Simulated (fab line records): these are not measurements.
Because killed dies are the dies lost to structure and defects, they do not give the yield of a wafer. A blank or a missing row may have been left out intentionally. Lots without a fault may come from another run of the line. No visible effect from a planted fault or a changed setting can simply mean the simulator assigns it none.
Which of the tools did it? -- flow berkeleyCmos170 -- 6 lots, 18 wafers sampled, at 2 steps of a route of 331

WHAT EACH GAUGE READ, for each wafer
UCB170_V2_BOW_MEAS_03.
lot,measured,on,V2_BOW (um)
L254,day 9 00:44,filmMetro-01,49 42 39
L258,day 9 10:36,filmMetro-02,45 29 31
L259,day 9 19:50,filmMetro-04,38 36 37
L260,day 9 22:02,filmMetro-01,43 34 32
L264,day 10 10:45,filmMetro-02,40 36 44
L267,day 11 11:11,filmMetro-01,43 40 41

WHAT TOOL EACH LOT RAN ON (gives the tool, then ch and the chambers of the sampled wafers, and finally the start)
lot,UCB170_CONTACT_CLEAN_20
L254,"wetBench-04 ch 3, day 8 12:52"
L258,"wetBench-03 ch 3, day 9 00:05"
L259,"wetBench-04 ch 0, day 9 08:58"
L260,"wetBench-04 ch 3, day 9 10:42"
L264,"wetBench-03 ch 2, day 10 01:55"
L267,"wetBench-03 ch 1, day 11 01:14"
- UCB170_CONTACT_CLEAN_20: cleans in SPM, time 600 s.

THE ANSWER, worked out from the rows above alone
Rule: usual is defined by the lots themselves. The widest of any qualifying gaps counts: lots, ordered by their means at a reading, are off when they make up no more than a third of the lots, leave a main group of 4 or more, and stand apart from it by 3 or more times the standard deviation of that group's means. A main group is skipped when, at the precision printed for the reading in the tables above, its means are all equal. Also off: a lot with no number at a reading for which 4 or more lots have one. Any other lot the step has rows for is counted as sound.
None of the lots is off at any reading shown; this tells nothing.

WHAT THE SIMULATOR HAD PUT IN
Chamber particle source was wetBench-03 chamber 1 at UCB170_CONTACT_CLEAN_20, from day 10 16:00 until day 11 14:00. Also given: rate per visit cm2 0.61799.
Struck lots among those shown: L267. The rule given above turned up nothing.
